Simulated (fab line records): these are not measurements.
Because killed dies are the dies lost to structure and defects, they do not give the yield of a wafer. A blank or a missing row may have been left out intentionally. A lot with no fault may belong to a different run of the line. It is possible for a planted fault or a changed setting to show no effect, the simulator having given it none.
fab line records || flow berkeley-cmos170
record {"lots": 6, "wafers": 18, "last-day": 11}
route steps=331 shown PVT@124 GATE@125 FIELD@126
lots with no fault: from the same line, run without faults
start-h: start of the lot's first displayed wafer, in hours after the record's first day || wait-h: hours elapsed since this lot's preceding step || " same as the row above || L1.1+2: a single row standing in for several wafers || - no value present, or no start provided || * or withheld: withheld || < > ~ a bound
route shown NAME@n: a module of which the file shows steps, and the number in the route of the first || usual: average and standard deviation across the fault-free wafers || same: alike in all rows || chamber/n: place in a boat || sites: each site's reading || _std_site: the values' standard deviation || _edge_site: the outer-site mean with the inner-site mean subtracted || radius-mm: for every site, how far away it sits from the centre of the wafer || mask NAME#n: copy n || behind: the most recent tool/chamber to have shaped the wafer || hold: cause of the lot's hold/its duration in hours/its outcome || device: names the non-switching transistor (n, p or np) || end of line: tests of these same wafers at the route's end || a step with no rows: only its recipe || killed: dies lost to structure and defects at the first sort, not the wafer's yield || map: a wafer's dies, marking killed ones x, the rest . and places with no die _
set.NAME: the setting that was run; set.NAME@STEP: the one run at that earlier step || model.NAME: the simulator's own value behind a step, which no gauge read
certain route steps with their lots: each step a table, each wafer a row
## steps
# step UCB170_PVT_TW_MEAS_09
# usual {"PVT_TW": "507/6.5"}
{"lot.wafer": "L481.2", "tool": "film-metro-02", "chamber": "-", "start-h": 121.47, "wait-h": 0.1, "PVT_TW": 502}
{"lot.wafer": "L481.4", "tool": "film-metro-02", "chamber": "-", "start-h": 121.47, "wait-h": 0.1, "PVT_TW": 501}
{"lot.wafer": "L481.6", "tool": "film-metro-02", "chamber": "-", "start-h": 121.47, "wait-h": 0.1, "PVT_TW": 501}
{"lot.wafer": "L482.1", "tool": "film-metro-02", "chamber": "-", "start-h": 124.35, "wait-h": 0.1, "PVT_TW": 502}
{"lot.wafer": "L482.4", "tool": "film-metro-02", "chamber": "-", "start-h": 124.35, "wait-h": 0.1, "PVT_TW": 502}
{"lot.wafer": "L482.6", "tool": "film-metro-02", "chamber": "-", "start-h": 124.35, "wait-h": 0.1, "PVT_TW": 502}
{"lot.wafer": "L494.2", "tool": "film-metro-02", "chamber": "-", "start-h": 183.72, "wait-h": 0.1, "PVT_TW": 505}
{"lot.wafer": "L494.5", "tool": "film-metro-02", "chamber": "-", "start-h": 183.72, "wait-h": 0.1, "PVT_TW": 504}
{"lot.wafer": "L494.6", "tool": "film-metro-02", "chamber": "-", "start-h": 183.72, "wait-h": 0.1, "PVT_TW": 504}
{"lot.wafer": "L496.1", "tool": "film-metro-02", "chamber": "-", "start-h": 185.64, "wait-h": 0.1, "PVT_TW": 504}
{"lot.wafer": "L496.3", "tool": "film-metro-02", "chamber": "-", "start-h": 185.64, "wait-h": 0.1, "PVT_TW": 503}
{"lot.wafer": "L496.6", "tool": "film-metro-02", "chamber": "-", "start-h": 185.64, "wait-h": 0.1, "PVT_TW": 505}
{"lot.wafer": "L501.1", "tool": "film-metro-02", "chamber": "-", "start-h": 210.70, "wait-h": 0.1, "PVT_TW": 508}
{"lot.wafer": "L501.3", "tool": "film-metro-02", "chamber": "-", "start-h": 210.70, "wait-h": 0.1, "PVT_TW": 505}
{"lot.wafer": "L501.6", "tool": "film-metro-02", "chamber": "-", "start-h": 210.70, "wait-h": 0.1, "PVT_TW": 504}
{"lot.wafer": "L503.2", "tool": "film-metro-01", "chamber": "-", "start-h": 220.47, "wait-h": 0.1, "PVT_TW": 517}
{"lot.wafer": "L503.3", "tool": "film-metro-01", "chamber": "-", "start-h": 220.47, "wait-h": 0.1, "PVT_TW": 519}
{"lot.wafer": "L503.6", "tool": "film-metro-01", "chamber": "-", "start-h": 220.47, "wait-h": 0.1, "PVT_TW": 512}
# step UCB170_GATE_WET_ETCH_00
# recipe {"chemistry": "dHF", "dilution": "25:1", "target": "SiO2", "temp-c": 25, "time-s": 200}
# step UCB170_FIELD_THK_MEAS_91
# recipe {"reads": "SiO2_of_FIELD_OXIDATION_01"}
# usual {"FIELD_OXIDE_LEFT_2_THK": "354/11"}
{"lot.wafer": "L481.2", "tool": "film-metro-03", "chamber": "-", "start-h": 121.60, "wait-h": 0.0, "FIELD_OXIDE_LEFT_2_THK[nm]": 366}
{"lot.wafer": "L481.4", "tool": "film-metro-03", "chamber": "-", "start-h": 121.60, "wait-h": 0.0, "FIELD_OXIDE_LEFT_2_THK[nm]": 359}
{"lot.wafer": "L481.6", "tool": "film-metro-03", "chamber": "-", "start-h": 121.60, "wait-h": 0.0, "FIELD_OXIDE_LEFT_2_THK[nm]": 363}
{"lot.wafer": "L482.1", "tool": "film-metro-03", "chamber": "-", "start-h": 124.48, "wait-h": 0.0, "FIELD_OXIDE_LEFT_2_THK[nm]": 357}
{"lot.wafer": "L482.4", "tool": "film-metro-03", "chamber": "-", "start-h": 124.48, "wait-h": 0.0, "FIELD_OXIDE_LEFT_2_THK[nm]": 359}
{"lot.wafer": "L482.6", "tool": "film-metro-03", "chamber": "-", "start-h": 124.48, "wait-h": 0.0, "FIELD_OXIDE_LEFT_2_THK[nm]": 357}
{"lot.wafer": "L494.2", "tool": "film-metro-02", "chamber": "-", "start-h": 183.89, "wait-h": 0.0, "FIELD_OXIDE_LEFT_2_THK[nm]": 364}
{"lot.wafer": "L494.5", "tool": "film-metro-02", "chamber": "-", "start-h": 183.89, "wait-h": 0.0, "FIELD_OXIDE_LEFT_2_THK[nm]": 350}
{"lot.wafer": "L494.6", "tool": "film-metro-02", "chamber": "-", "start-h": 183.89, "wait-h": 0.0, "FIELD_OXIDE_LEFT_2_THK[nm]": 369}
{"lot.wafer": "L496.1", "tool": "film-metro-01", "chamber": "-", "start-h": 185.88, "wait-h": 0.0, "FIELD_OXIDE_LEFT_2_THK[nm]": 380}
{"lot.wafer": "L496.3", "tool": "film-metro-01", "chamber": "-", "start-h": 185.88, "wait-h": 0.0, "FIELD_OXIDE_LEFT_2_THK[nm]": 380}
{"lot.wafer": "L496.6", "tool": "film-metro-01", "chamber": "-", "start-h": 185.88, "wait-h": 0.0, "FIELD_OXIDE_LEFT_2_THK[nm]": 372}
{"lot.wafer": "L501.1", "tool": "film-metro-03", "chamber": "-", "start-h": 210.82, "wait-h": 0.0, "FIELD_OXIDE_LEFT_2_THK[nm]": 340}
{"lot.wafer": "L501.3", "tool": "film-metro-03", "chamber": "-", "start-h": 210.82, "wait-h": 0.0, "FIELD_OXIDE_LEFT_2_THK[nm]": 343}
{"lot.wafer": "L501.6", "tool": "film-metro-03", "chamber": "-", "start-h": 210.82, "wait-h": 0.0, "FIELD_OXIDE_LEFT_2_THK[nm]": 328}
{"lot.wafer": "L503.2", "tool": "film-metro-02", "chamber": "-", "start-h": 220.62, "wait-h": 0.0, "FIELD_OXIDE_LEFT_2_THK[nm]": 380}
{"lot.wafer": "L503.3", "tool": "film-metro-02", "chamber": "-", "start-h": 220.62, "wait-h": 0.0, "FIELD_OXIDE_LEFT_2_THK[nm]": 371}
{"lot.wafer": "L503.6", "tool": "film-metro-02", "chamber": "-", "start-h": 220.62, "wait-h": 0.0, "FIELD_OXIDE_LEFT_2_THK[nm]": 375}
# step UCB170_GATE_OXIDATION_01
# recipe {"temp-c": 850, "ambient": "O2", "target-thk-a": 66, "ox-time-s": 1800}
# step UCB170_GATE_THK_MEAS_02
# recipe {"reads": "SiO2_of_GATE_OXIDATION_01"}
# usual {"GATE_OXIDE_THK": "6.56/0.14"}
{"lot.wafer": "L482.1", "tool": "film-metro-02", "chamber": "-", "start-h": 126.37, "wait-h": 0.0, "GATE_OXIDE_THK[nm]": 6.40}
{"lot.wafer": "L482.4", "tool": "film-metro-02", "chamber": "-", "start-h": 126.37, "wait-h": 0.0, "GATE_OXIDE_THK[nm]": 6.56}
{"lot.wafer": "L482.6", "tool": "film-metro-02", "chamber": "-", "start-h": 126.37, "wait-h": 0.0, "GATE_OXIDE_THK[nm]": 6.56}
{"lot.wafer": "L481.2", "tool": "film-metro-01", "chamber": "-", "start-h": 126.38, "wait-h": 0.0, "GATE_OXIDE_THK[nm]": 6.46}
{"lot.wafer": "L481.4", "tool": "film-metro-01", "chamber": "-", "start-h": 126.38, "wait-h": 0.0, "GATE_OXIDE_THK[nm]": 6.61}
{"lot.wafer": "L481.6", "tool": "film-metro-01", "chamber": "-", "start-h": 126.38, "wait-h": 0.0, "GATE_OXIDE_THK[nm]": 6.57}
{"lot.wafer": "L494.2", "tool": "film-metro-01", "chamber": "-", "start-h": 186.33, "wait-h": 0.1, "GATE_OXIDE_THK[nm]": 6.50}
{"lot.wafer": "L494.5", "tool": "film-metro-01", "chamber": "-", "start-h": 186.33, "wait-h": 0.1, "GATE_OXIDE_THK[nm]": 6.59}
{"lot.wafer": "L494.6", "tool": "film-metro-01", "chamber": "-", "start-h": 186.33, "wait-h": 0.1, "GATE_OXIDE_THK[nm]": 6.48}
{"lot.wafer": "L496.1", "tool": "film-metro-04", "chamber": "-", "start-h": 189.55, "wait-h": 0.0, "GATE_OXIDE_THK[nm]": 6.54}
{"lot.wafer": "L496.3", "tool": "film-metro-04", "chamber": "-", "start-h": 189.55, "wait-h": 0.0, "GATE_OXIDE_THK[nm]": 6.53}
{"lot.wafer": "L496.6", "tool": "film-metro-04", "chamber": "-", "start-h": 189.55, "wait-h": 0.0, "GATE_OXIDE_THK[nm]": 6.53}
{"lot.wafer": "L501.1", "tool": "film-metro-04", "chamber": "-", "start-h": 215.17, "wait-h": 0.0, "GATE_OXIDE_THK[nm]": 6.47}
{"lot.wafer": "L501.3", "tool": "film-metro-04", "chamber": "-", "start-h": 215.17, "wait-h": 0.0, "GATE_OXIDE_THK[nm]": 6.58}
{"lot.wafer": "L501.6", "tool": "film-metro-04", "chamber": "-", "start-h": 215.17, "wait-h": 0.0, "GATE_OXIDE_THK[nm]": 6.55}
{"lot.wafer": "L503.2", "tool": "film-metro-01", "chamber": "-", "start-h": 225.38, "wait-h": 0.0, "GATE_OXIDE_THK[nm]": 6.55}
{"lot.wafer": "L503.3", "tool": "film-metro-01", "chamber": "-", "start-h": 225.38, "wait-h": 0.0, "GATE_OXIDE_THK[nm]": 6.51}
{"lot.wafer": "L503.6", "tool": "film-metro-01", "chamber": "-", "start-h": 225.38, "wait-h": 0.0, "GATE_OXIDE_THK[nm]": 6.51}
# step UCB170_GATE_ANNEAL_03
# recipe {"temp-c": 900, "time-s": 1800, "ambient": "N2"}
# step UCB170_GATE_CVD_04
# recipe {"material": "poly-Si", "temp-c": 610, "precursor": "SiH4", "time-s": 1440, "pressure-mtorr": 375, "target-thk-nm": 214, "sih4-flow-sccm": 120}
# step UCB170_GATE_THK_MEAS_05
# recipe {"reads": "poly-Si_of_GATE_CVD_04"}
# usual {"GATE_POLY_THK": "213.9/2"}
{"lot.wafer": "L481.2", "tool": "film-metro-02", "chamber": "-", "start-h": 131.87, "wait-h": 0.0, "GATE_POLY_THK[nm]": 214.6}
{"lot.wafer": "L481.4", "tool": "film-metro-02", "chamber": "-", "start-h": 131.87, "wait-h": 0.0, "GATE_POLY_THK[nm]": 213.3}
{"lot.wafer": "L481.6", "tool": "film-metro-02", "chamber": "-", "start-h": 131.87, "wait-h": 0.0, "GATE_POLY_THK[nm]": 215.2}
{"lot.wafer": "L482.1", "tool": "film-metro-01", "chamber": "-", "start-h": 131.92, "wait-h": 0.1, "GATE_POLY_THK[nm]": 217.3}
{"lot.wafer": "L482.4", "tool": "film-metro-01", "chamber": "-", "start-h": 131.92, "wait-h": 0.1, "GATE_POLY_THK[nm]": 213.7}
{"lot.wafer": "L482.6", "tool": "film-metro-01", "chamber": "-", "start-h": 131.92, "wait-h": 0.1, "GATE_POLY_THK[nm]": 215.8}
{"lot.wafer": "L494.2", "tool": "film-metro-01", "chamber": "-", "start-h": 191.92, "wait-h": 0.1, "GATE_POLY_THK[nm]": 211.3}
{"lot.wafer": "L494.5", "tool": "film-metro-01", "chamber": "-", "start-h": 191.92, "wait-h": 0.1, "GATE_POLY_THK[nm]": 212.9}
{"lot.wafer": "L494.6", "tool": "film-metro-01", "chamber": "-", "start-h": 191.92, "wait-h": 0.1, "GATE_POLY_THK[nm]": 212.0}
{"lot.wafer": "L496.1", "tool": "film-metro-02", "chamber": "-", "start-h": 194.68, "wait-h": 0.0, "GATE_POLY_THK[nm]": 215.6}
{"lot.wafer": "L496.3", "tool": "film-metro-02", "chamber": "-", "start-h": 194.68, "wait-h": 0.0, "GATE_POLY_THK[nm]": 214.0}
{"lot.wafer": "L496.6", "tool": "film-metro-02", "chamber": "-", "start-h": 194.68, "wait-h": 0.0, "GATE_POLY_THK[nm]": 214.7}
{"lot.wafer": "L501.1", "tool": "film-metro-02", "chamber": "-", "start-h": 222.64, "wait-h": 0.0, "GATE_POLY_THK[nm]": 214.4}
{"lot.wafer": "L501.3", "tool": "film-metro-02", "chamber": "-", "start-h": 222.64, "wait-h": 0.0, "GATE_POLY_THK[nm]": 215.2}
{"lot.wafer": "L501.6", "tool": "film-metro-02", "chamber": "-", "start-h": 222.64, "wait-h": 0.0, "GATE_POLY_THK[nm]": 213.4}
{"lot.wafer": "L503.2", "tool": "film-metro-02", "chamber": "-", "start-h": 231.10, "wait-h": 0.0, "GATE_POLY_THK[nm]": 215.0}
{"lot.wafer": "L503.3", "tool": "film-metro-02", "chamber": "-", "start-h": 231.10, "wait-h": 0.0, "GATE_POLY_THK[nm]": 214.7}
{"lot.wafer": "L503.6", "tool": "film-metro-02", "chamber": "-", "start-h": 231.10, "wait-h": 0.0, "GATE_POLY_THK[nm]": 216.0}
# step UCB170_GATE_COAT_06
# recipe {"resist": "BARC", "temp-c": "withheld", "time-s": "withheld", "spin-rpm": 3000, "resist-thk-nm": "withheld"}
# step UCB170_GATE_COAT_07
# recipe {"resist": "KrF", "spin-rpm": 1500, "resist-thk-nm": 900}
# step UCB170_GATE_SOFTBAKE_08
# recipe {"resist": "KrF", "temp-c": 130, "time-s": 60}
# step UCB170_GATE_EXPOSE_09
# recipe {"mask-id": "POLY", "target-cd-nm": 350, "na": 0.5, "sigma-outer": 0.6, "source-shape": "conventional", "dose-mj": 21}
# step UCB170_GATE_PEB_10
# recipe {"peb-temp-c": 130, "peb-time-s": "withheld", "resist": "KrF"}
# usual {"chill-plate-temp-C": "22.98/0.11", "exhaust-pa": "44.6/0.89"}
{"lot.wafer": "L481.2", "tool": "litho-track-03", "chamber": 0, "start-h": 132.78, "wait-h": 0.3, "chill-plate-temp-C": 23.06, "exhaust-pa": 43.9}
{"lot.wafer": "L481.4", "tool": "litho-track-03", "chamber": 0, "start-h": 132.78, "wait-h": 0.3, "chill-plate-temp-C": 22.95, "exhaust-pa": 43.1}
{"lot.wafer": "L481.6", "tool": "litho-track-03", "chamber": 0, "start-h": 132.78, "wait-h": 0.3, "chill-plate-temp-C": 22.89, "exhaust-pa": 43.8}
{"lot.wafer": "L482.1", "tool": "litho-track-01", "chamber": 0, "start-h": 133.08, "wait-h": 0.1, "chill-plate-temp-C": 22.98, "exhaust-pa": 43.7}
{"lot.wafer": "L482.4", "tool": "litho-track-01", "chamber": 0, "start-h": 133.08, "wait-h": 0.1, "chill-plate-temp-C": 23.02, "exhaust-pa": 43.7}
{"lot.wafer": "L482.6", "tool": "litho-track-01", "chamber": 0, "start-h": 133.08, "wait-h": 0.1, "chill-plate-temp-C": 23.04, "exhaust-pa": 45.1}
{"lot.wafer": "L494.2", "tool": "litho-track-02", "chamber": "-", "start-h": 193.89, "wait-h": 0.4, "chill-plate-temp-C": "-", "exhaust-pa": "-"}
{"lot.wafer": "L494.5", "tool": "litho-track-02", "chamber": "-", "start-h": 193.89, "wait-h": 0.4, "chill-plate-temp-C": "-", "exhaust-pa": "-"}
{"lot.wafer": "L494.6", "tool": "litho-track-02", "chamber": "-", "start-h": 193.89, "wait-h": 0.4, "chill-plate-temp-C": "-", "exhaust-pa": "-"}
{"lot.wafer": "L496.1", "tool": "litho-track-01", "chamber": "-", "start-h": 196.45, "wait-h": 0.5, "chill-plate-temp-C": "-", "exhaust-pa": "-"}
{"lot.wafer": "L496.3", "tool": "litho-track-01", "chamber": "-", "start-h": 196.45, "wait-h": 0.5, "chill-plate-temp-C": "-", "exhaust-pa": "-"}
{"lot.wafer": "L496.6", "tool": "litho-track-01", "chamber": "-", "start-h": 196.45, "wait-h": 0.5, "chill-plate-temp-C": "-", "exhaust-pa": "-"}
{"lot.wafer": "L501.1", "tool": "litho-track-03", "chamber": 0, "start-h": 223.39, "wait-h": 0.1, "chill-plate-temp-C": 23.09, "exhaust-pa": 45.3}
{"lot.wafer": "L501.3", "tool": "litho-track-03", "chamber": 0, "start-h": 223.39, "wait-h": 0.1, "chill-plate-temp-C": 23.12, "exhaust-pa": 44.0}
{"lot.wafer": "L501.6", "tool": "litho-track-03", "chamber": 0, "start-h": 223.39, "wait-h": 0.1, "chill-plate-temp-C": 23.20, "exhaust-pa": 44.7}
{"lot.wafer": "L503.2", "tool": "litho-track-01", "chamber": 0, "start-h": 233.34, "wait-h": 0.7, "chill-plate-temp-C": 22.77, "exhaust-pa": 43.7}
{"lot.wafer": "L503.3", "tool": "litho-track-01", "chamber": 0, "start-h": 233.34, "wait-h": 0.7, "chill-plate-temp-C": 23.09, "exhaust-pa": 45.1}
{"lot.wafer": "L503.6", "tool": "litho-track-01", "chamber": 0, "start-h": 233.34, "wait-h": 0.7, "chill-plate-temp-C": 23.06, "exhaust-pa": 43.9}
# step UCB170_GATE_DEVELOP_11
# recipe {"developer": "TMAH", "develop-time-s": 45, "resist": "KrF", "dev-temp-c": 21}
## key
first-sign {"step": "UCB170_GATE_PEB_10", "reading": "tool-record", "direction": "missing"}
effect none on later readings
met-at UCB170_GATE_PEB_10
struck-wafers L494.2,L494.5,L494.6,L496.1,L496.3,L496.6
later-rows-left-out L494.2,L494.5,L494.6,L496.1,L496.3,L496.6
sort-left-out L494.2,L494.5,L494.6,L496.1,L496.3,L496.6
tester-left-out L494,L496
onset-between 133.08 193.89
fault {"kind": "skipped-step-whole", "tool": "litho-track-01,litho-track-02", "chamber": "-", "onset-h": 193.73, "steps": "UCB170_GATE_PEB_10", "scope": "struck-lots-only"}
# tester-left-out: of these lots the tester's yield and bins aren't shown, on N5 and GAA mostly nor the transistor test; their killed dies are dies lost to structure and defects alone, not to doping, threshold or leakage, so they don't give the yield
# sort-left-out: the simulated sort isn't trusted on such a fault, so these wafers' sort isn't shown, and their yield isn't known
# later-rows-left-out: the simulator's readings of these wafers behind a module that went badly wrong aren't trusted and aren't shown, but for the sort
